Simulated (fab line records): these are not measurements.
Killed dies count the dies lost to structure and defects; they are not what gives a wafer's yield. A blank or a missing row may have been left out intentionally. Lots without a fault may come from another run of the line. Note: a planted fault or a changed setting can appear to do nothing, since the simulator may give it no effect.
fab line records | flow rit-cmos
record lots=6 wafers=18 last-day=8
route steps=202 shown CONTACT@177 M1@184
lots that met no fault: taken from a fault-free run of the same line
start-h: start of the lot's first displayed wafer, in hours after the record's first day | wait-h: hours since the lot's step before | " repeats the value in the row above | L1.1+2: several wafers, shown together as one row | - value missing, or start not given | * or withheld: withheld | < > ~ a bound
route shown NAME@n: a module of which the file shows steps, and the number in the route of the first | usual: the fault-free wafers' mean and standard deviation | same: alike in all rows | chamber/n: place in a boat | sites: per-site readings | _std_site: standard deviation across them | _edge_site: mean of outer sites minus mean of inner sites | radius-mm: for every site, how far away it sits from the centre of the wafer | mask NAME#n: copy n | behind: the tool/chamber that last shaped the wafer | hold: the reason the lot was held/the length of the hold in hours/how it ended | device: which transistor (n, p or np) failed to switch | end of line: at the end of the route, the tests of the same wafers | where a step has no rows: the recipe by itself | killed: not the wafer's yield, but the dies lost to structure and defects at the first sort | map: a wafer's dies, x killed, . not, _ none there
set.NAME: the setting that was run; set.NAME@STEP: the one run at that earlier step | model.NAME: the simulator's own value behind a step, which no gauge read
lots seen at some steps along the route; tables by step, rows by wafer
services: when a tool's chamber went out of use (start-h, in hours from the record's first day, below 0 if earlier), for how many hours, and the reason
## steps
# step RIT_CONTACT_OVL_MEAS_09
# usual CONTACT_OVL=0.1/1.6
# columns lot.wafer tool chamber start-h wait-h CONTACT_OVL[nm]
L283.2 overlay-01 - 63.49 0.1 -0.1
L283.3 " - " " -0.8
L283.4 " - " " 0.2
L285.3 overlay-01 - 79.08 0.1 2.3
L285.4 " - " " 1.4
L285.5 " - " " 2.7
L293.2 overlay-01 - 122.48 0.1 0.1
L293.3 " - " " -0.5
L293.5 " - " " -1.1
L295.1 overlay-02 - 128.55 0.1 1.9
L295.3 " - " " 1.9
L295.4 " - " " 3.2
L300.1 overlay-02 - 153.78 0.1 -1.0
L300.2 " - " " -1.2
L300.4 " - " " -1.5
L304.1 overlay-01 - 175.23 0.1 -0.2
L304.2 " - " " -1.2
L304.5 " - " " -1.3
# step RIT_CONTACT_HARDBAKE_10
# recipe resist=NOVOLAK temp-c=140 time-s=60
# step RIT_CONTACT_ETCH_11
# recipe target-depth-a=4800 over-etch-frac=0.2 stop-on=TiSi2 chemistry=CHF3/CF4/Ar target=SiO2 CHF3_flow_sccm=50 cf4-flow-sccm=10 Ar_flow_sccm=100 O2_flow_sccm=5 pressure-mtorr=100 rf-w=200 time-s=320
# usual drypump-motor-current-A=5.7/0.5 oes-product-au=0.989/0.018 throttle-valve-pct=8.92/0.16
# columns lot.wafer tool chamber start-h wait-h drypump-motor-current-A oes-product-au rf-hours-counter-h throttle-valve-pct
L283.2 rie-diel-02 2 63.67 0.1 6.6 1.020 158 9.07
L283.3 " 3 " " 5.4 1.000 92 8.95
L283.4 " 2 " " 6.6 1.025 - 9.04
L285.3 rie-diel-02 3 79.35 0.2 5.4 1.006 - 8.96
L285.4 " 2 " " 6.6 1.022 - 9.06
L285.5 " 2 " " 6.7 1.026 - 9.05
L293.2 rie-diel-04 1 122.66 0.1 4.9 1.001 4 8.80
L293.3 " 3 " " 6.6 1.004 74 8.72
L293.5 " 3 " " 6.6 1.003 - 8.73
L295.1 rie-diel-01 3 128.76 0.1 5.8 0.993 52 8.55
L295.3 " 0 " " 5.2 0.972 120 8.92
L295.4 " 2 " " 6.0 0.976 48 9.07
L300.1 rie-diel-01 0 153.96 0.1 5.2 0.966 121 8.92
L300.2 " 3 " " 5.9 0.972 52 8.54
L300.4 " 2 " " 6.0 0.981 48 9.05
L304.1 rie-diel-04 1 175.42 0.1 4.8 1.005 5 8.78
L304.2 " 2 " " 5.6 0.955 1 8.94
L304.5 " 1 " " 4.8 1.006 - 8.80
# step RIT_CONTACT_STRIP_12
# recipe chemistry=O2 time-s=180 resist=NOVOLAK platen-temp-c=withheld power-w=500 pressure-mtorr=4000 o2-flow-sccm=4000
# usual drypump-motor-current-A=5.9/0.46
# columns lot.wafer tool chamber start-h wait-h drypump-motor-current-A rf-hours-counter-h
L283.2 plasma-asher-04 0 63.86 0.1 6.3 44
L283.3 " 1 " " 6.7 -
L283.4 " 0 " " 6.3 -
L285.3 plasma-asher-04 0 79.60 0.2 6.3 -
L285.4 " 1 " " 6.7 -
L285.5 " 1 " " 6.7 -
L293.2 plasma-asher-02 1 122.85 0.1 5.3 1
L293.3 " 0 " " 6.0 -
L293.5 " 1 " " 5.3 -
L295.1 plasma-asher-04 0 128.95 0.1 6.3 49
L295.3 " 1 " " 6.7 -
L295.4 " 0 " " 6.3 -
L300.1 plasma-asher-01 0 154.16 0.1 5.6 34
L300.2 " 1 " " 5.7 34
L300.4 " 1 " " 5.7 -
L304.1 plasma-asher-02 0 175.61 0.1 6.1 6
L304.2 " 1 " " 5.3 6
L304.5 " 1 " " 5.2 -
# step RIT_CONTACT_CD_MEAS_90
# recipe target-cd-nm=1000
# usual cd-nm=1000.2/1.9
# columns lot.wafer tool chamber start-h wait-h cd-nm
L283.2 cd-sem-02 - 64.05 0.1 999.3
L283.3 " - " " 999.3
L283.4 " - " " 999.2
L285.3 cd-sem-01 - 79.76 0.1 1001.0
L285.4 " - " " 1000.2
L285.5 " - " " 1000.5
L293.2 cd-sem-02 - 123.05 0.1 1000.6
L293.3 " - " " 998.6
L293.5 " - " " 1000.7
L295.1 cd-sem-01 - 129.14 0.1 1001.8
L295.3 " - " " 1002.4
L295.4 " - " " 1003.0
L300.1 cd-sem-02 - 154.33 0.1 1000.3
L300.2 " - " " 1001.9
L300.4 " - " " 1000.9
L304.1 cd-sem-02 - 175.79 0.1 1003.5
L304.2 " - " " 1003.4
L304.5 " - " " 1002.3
# step RIT_CONTACT_CLEAN_13
# recipe chemistry=SC1 mix=3:3:50 time-s=600 temp-c=75
# step RIT_CONTACT_CLEAN_14
# recipe chemistry=SC2 mix=3:3:50 time-s=600 temp-c=75 dry=n2-spin
# step RIT_M1_SPUTTER_00
# recipe material=Al target-thk-nm=400 power-w=2000 chamber-pressure-pa=0.4 gas=Ar time-s=500 substrate-temp-c=25
# usual throttle-valve-pct=29.6/0.58
# columns lot.wafer tool chamber start-h wait-h throttle-valve-pct
L283.2 pvd-sputter-03 - 64.50 0.0 29.4
L283.3 " - " " 30.0
L283.4 " - " " 29.8
L285.3 pvd-sputter-04 - 80.20 0.0 29.1
L285.4 " - " " 29.2
L285.5 " - " " 30.4
L293.2 pvd-sputter-04 - 123.50 0.0 29.0
L293.3 " - " " 29.6
L293.5 " - " " 29.2
L295.1 pvd-sputter-03 - 129.61 0.0 29.6
L295.3 " - " " 29.4
L295.4 " - " " 30.0
L300.1 pvd-sputter-01 - 154.82 0.0 28.9
L300.2 " - " " 31.2
L300.4 " - " " 29.2
L304.1 pvd-sputter-01 - 176.28 0.0 31.3
L304.2 " - " " 28.9
L304.5 " - " " 29.2
# step RIT_M1_RS_MEAS_01
# recipe thk-meas-gauge=four-point-probe reads=Al_of_M1_SPUTTER_00
# usual M1_AL_RS=0.0736/0.00077
# columns lot.wafer tool chamber start-h wait-h M1_AL_RS[ohm/sq]
L283.2 film-metro-01 - 64.82 0.2 0.0728
L283.3 " - " " 0.0725
L283.4 " - " " 0.0735
L285.3 film-metro-02 - 80.54 0.2 0.0736
L285.4 " - " " 0.0740
L285.5 " - " " 0.0744
L293.2 film-metro-03 - 123.81 0.2 0.0729
L293.3 " - " " 0.0736
L293.5 " - " " 0.0730
L295.1 film-metro-01 - 129.90 0.1 0.0742
L295.3 " - " " 0.0741
L295.4 " - " " 0.0735
L300.1 film-metro-01 - 155.11 0.1 0.0721
L300.2 " - " " 0.0724
L300.4 " - " " 0.0726
L304.1 film-metro-01 - 176.57 0.1 0.0727
L304.2 " - " " 0.0722
L304.5 " - " " 0.0722
# step RIT_M1_THK_MEAS_02
# recipe thk-meas-gauge=xrf reads=Al_of_M1_SPUTTER_00
# usual M1_AL_THK=400/4.5
# columns lot.wafer tool chamber start-h wait-h M1_AL_THK[nm]
L283.2 film-metro-01 - 64.93 0.1 401
L283.3 " - " " 407
L283.4 " - " " 400
L285.3 film-metro-02 - 80.64 0.1 397
L285.4 " - " " 394
L285.5 " - " " 394
L293.2 film-metro-03 - 123.92 0.1 400
L293.3 " - " " 398
L293.5 " - " " 401
L295.1 film-metro-01 - 130.02 0.1 400
L295.3 " - " " 400
L295.4 " - " " 404
L300.1 film-metro-01 - 155.23 0.1 410
L300.2 " - " " 407
L300.4 " - " " 406
L304.1 film-metro-01 - 176.69 0.1 408
L304.2 " - " " 410
L304.5 " - " " 408
# step RIT_M1_HMDS_03
# recipe prime-time-s=60 prime-temp-c=140
# step RIT_M1_COAT_04
# recipe resist=NOVOLAK spin-rpm=2000 resist-thk-nm=1300
# step RIT_M1_SOFTBAKE_05
# recipe resist=NOVOLAK temp-c=90 time-s=60
# usual heater-power-total-W=34.56/0.05 plate-temp-C=90.00/0.13
# columns lot.wafer tool chamber start-h wait-h heater-power-total-W plate-temp-C
L283.2 litho-track-03 0 65.30 0.1 34.47 90.03
L283.3 " 0 " " 34.49 90.05
L283.4 " 0 " " 34.56 89.80
L285.3 litho-track-02 0 81.03 0.1 34.62 89.96
L285.4 " 0 " " 34.53 89.90
L285.5 " 0 " " 34.48 89.97
L293.2 litho-track-03 0 124.30 0.1 35.18 91.27
L293.3 " 0 " " 35.27 91.29
L293.5 " 0 " " 35.31 91.42
L295.1 litho-track-03 0 130.38 0.1 35.27 91.34
L295.3 " 0 " " 35.20 91.32
L295.4 " 0 " " 35.22 91.35
L300.1 litho-track-02 0 155.64 0.1 34.48 89.96
L300.2 " 0 " " 34.62 89.79
L300.4 " 0 " " 34.63 89.91
L304.1 litho-track-01 0 177.05 0.1 34.55 89.92
L304.2 " 0 " " 34.55 89.80
L304.5 " 0 " " 34.57 89.93
# step RIT_M1_EXPOSE_06
# recipe mask-id=M12 na=0.6 source-shape=conventional sigma-outer=0.5 target-cd-nm=2600 dose-mj=250
# step RIT_M1_PROBE_99
# usual defect-limited-yield=97.4/1.2 killed-at-front-end=7/3.1 killed-dies=7/3.1 killed-open=3.3/2 killed-short=3.6/1.9 sort_bin_3_pad_short=0.1/0.23 sort_bin_5_function=1.5/0.81 sort_bin_6_memory=1.0/0.63 sort-n-pass=257/3.1 sort-yield-pct=97.4/1.2
# same gross-dies=264 killed_at_M0_to_M3=0 killed_at_M4_up=0 killed-at-back-side=0 killed-at-contacts=0 killed-at-other=0
# columns lot.wafer tool chamber start-h wait-h defect-limited-yield[%] killed-at-front-end killed-dies killed-open killed-short sort_bin_3_pad_short[%] sort_bin_5_function[%] sort_bin_6_memory[%] sort-n-pass sort-yield-pct[%]
L283.2 prober-02 - 68.61 0.1 98.1 5 5 5 0 0 0.8 1.1 259 98.1
L283.3 prober-02 - 68.66 0.2 94.7 14 14 9 5 0 3.0 2.3 250 94.7
L283.4 prober-02 - 68.71 0.2 97.0 8 8 3 5 0.4 1.5 1.1 256 97.0
L285.3 prober-02 - 84.62 0.2 98.9 3 3 1 2 0 0 1.1 261 98.9
L285.4 prober-02 - 84.67 0.2 97.3 7 7 2 5 0 1.5 1.1 257 97.3
L285.5 prober-02 - 84.72 0.2 98.1 5 5 2 3 0.4 1.1 0.4 259 98.1
L293.2 prober-02 - 127.69 0.1 96.6 9 9 6 3 0 2.7 0.8 255 96.6
L293.3 prober-02 - 127.74 0.2 97.3 7 7 3 4 0 1.1 1.5 257 97.3
L293.5 prober-02 - 127.84 0.2 97.7 6 6 4 2 0 1.5 0.8 258 97.7
L295.1 prober-02 - 133.62 0.1 98.9 3 3 1 2 0.4 0.8 0 261 98.9
L295.3 prober-02 - 133.72 0.2 97.3 7 7 4 3 0.4 1.1 1.1 257 97.3
L295.4 prober-02 - 133.77 0.2 97.3 7 7 2 5 0.8 0.8 1.1 257 97.3
L300.1 prober-01 - 158.88 0.1 92.8 19 19 11 8 1.1 2.7 3.4 245 92.8
L300.2 prober-01 - 158.93 0.1 96.2 10 10 4 6 0.8 0.8 2.3 254 96.2
L300.4 prober-01 - 159.03 0.2 95.5 12 12 7 5 0.4 3.0 1.1 252 95.5
L304.1 prober-02 - 180.41 0.1 98.1 5 5 2 3 0 1.1 0.8 259 98.1
L304.2 prober-02 - 180.46 0.1 98.1 5 5 1 4 0.4 1.1 0.4 259 98.1
L304.5 prober-02 - 180.61 0.2 98.5 4 4 2 2 0 1.1 0.4 260 98.5
# killed by level:class
L283.2 SILICIDE:geometric-particle:open=3 GATE:geometric-particle:open=2
L283.3 GATE:geometric-particle:open=3 FOX1:geometric-particle:short=2 FOX1:geometric-particle:open=2 GATE:geometric-particle:short=2 REOX:geometric-particle:open=2 FOX2:geometric-particle:open=1 SPACER:geometric-particle:short=1 SPACER:geometric-particle:open=1
L283.4 GATE:geometric-particle:short=3 ACTIVE:geometric-particle:open=1 FOX2:geometric-particle:short=1 REOX:geometric-particle:open=1 SPACER:geometric-particle:open=1 SILICIDE:geometric-particle:short=1
L285.3 FOX1:geometric-particle:open=1 FOX1:geometric-particle:short=1 GATE:geometric-particle:short=1
L285.4 FOX2:geometric-particle:short=2 GATE:geometric-particle:short=2 GATE:geometric-particle:open=1 REOX:geometric-particle:open=1 SILICIDE:geometric-particle:short=1
L285.5 GATE:geometric-particle:short=2 FOX1:geometric-particle:short=1 REOX:geometric-particle:open=1 SPACER:geometric-particle:open=1
L293.2 FOX1:geometric-particle:open=3 ACTIVE:geometric-particle:open=1 ACTIVE:geometric-particle:short=1 GATE:geometric-particle:open=1 GATE:geometric-particle:short=1 SILICIDE:geometric-particle:short=1 SILICIDE:geometric-particle:open=1
L293.3 GATE:geometric-particle:short=2 FOX2:geometric-particle:open=1 FOX2:geometric-particle:short=1 GATE:geometric-particle:open=1 REOX:geometric-particle:open=1 SILICIDE:geometric-particle:short=1
L293.5 GATE:geometric-particle:open=3 GATE:geometric-particle:short=1 REOX:geometric-particle:open=1 SILICIDE:geometric-particle:short=1
L295.1 FOX2:geometric-particle:short=1 SPACER:geometric-particle:short=1 SILICIDE:geometric-particle:open=1
L295.3 GATE:geometric-particle:short=2 FOX1:geometric-particle:open=1 GATE:geometric-particle:open=1 SPACER:geometric-particle:short=1 SPACER:geometric-particle:open=1 SILICIDE:geometric-particle:open=1
L295.4 GATE:geometric-particle:short=2 SILICIDE:geometric-particle:short=2 FOX1:geometric-particle:open=1 GATE:geometric-particle:open=1 SPACER:geometric-particle:short=1
L300.1 GATE:geometric-particle:open=4 REOX:geometric-particle:open=3 REOX:geometric-particle:short=2 SPACER:geometric-particle:short=2 SILICIDE:geometric-particle:short=2 SILICIDE:geometric-particle:open=2 FOX1:geometric-particle:short=1 FOX1:geometric-particle:open=1
L300.2 GATE:geometric-particle:short=3 FOX1:geometric-particle:short=2 FOX1:geometric-particle:open=2 FOX2:geometric-particle:short=1 FOX2:geometric-particle:open=1 REOX:geometric-particle:open=1
L300.4 GATE:geometric-particle:open=4 GATE:geometric-particle:short=3 SPACER:geometric-particle:open=2 REOX:geometric-particle:open=1 REOX:geometric-particle:short=1 SILICIDE:geometric-particle:short=1
L304.1 FOX1:geometric-particle:short=2 FOX1:geometric-particle:open=1 GATE:geometric-particle:open=1 SILICIDE:geometric-particle:short=1
L304.2 GATE:geometric-particle:short=2 GATE:geometric-particle:open=1 REOX:geometric-particle:short=1 SILICIDE:geometric-particle:short=1
L304.5 FOX1:geometric-particle:short=2 GATE:geometric-particle:open=2
## services
# columns tool chamber start-h hours kind
pvd-sputter-03 - 40.48 22.1 repair
plasma-asher-01 - 50.84 2.4 repair
rie-diel-02 0 53.74 - clean
rie-diel-02 0 53.74 27.6 scheduled-down
rie-diel-04 1 57.95 8.6 repair
rie-diel-04 3 64.58 5.8 repair
rie-diel-02 1 77.89 7.6 repair
rie-diel-01 - 80.40 0.5 repair
plasma-asher-04 - 82.67 4.3 pm
rie-diel-04 0 86.34 29.9 repair
rie-diel-01 1 90.89 4.3 repair
plasma-asher-04 - 100.14 10.0 pm
plasma-asher-01 - 102.78 0.8 repair
rie-diel-04 - 105.57 2.8 pm
plasma-asher-02 - 108.75 9.0 pm
rie-diel-04 1 130.67 16.5 repair
pvd-sputter-01 - 132.71 15.2 repair
rie-diel-02 1 136.15 6.4 repair
plasma-asher-04 - 145.66 1.5 repair
rie-diel-04 - 146.99 1.3 repair
rie-diel-02 3 157.76 4.2 repair
rie-diel-04 3 163.20 9.2 repair
pvd-sputter-04 - 164.86 2.7 repair
pvd-sputter-01 - 165.27 4.8 repair
## key
first-sign step=RIT_M1_SOFTBAKE_05 reading=heater-power-total-W direction=up sigmas=13 usual=34.56 struck=35.24
effect step=RIT_M1_SOFTBAKE_05 reading=plate-temp-C direction=up sigmas=10 usual=* struck=*
met-at RIT_M1_SOFTBAKE_05
struck-wafers L293.2,L293.3,L293.5,L295.1,L295.3,L295.4
loop-trim step=RIT_M1_EXPOSE_06 setting=dose lots=L295
onset-between 65.30 124.30
fault kind=process-parameter-drift tool=litho-track-03 chamber=- onset-h=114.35 steps=RIT_M1_SOFTBAKE_05 channel=temp-c offset=* shape=step end-h=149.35 acts-in=* stated=*
# loop-trim: a control loop set the setting to another value than it would have without faults
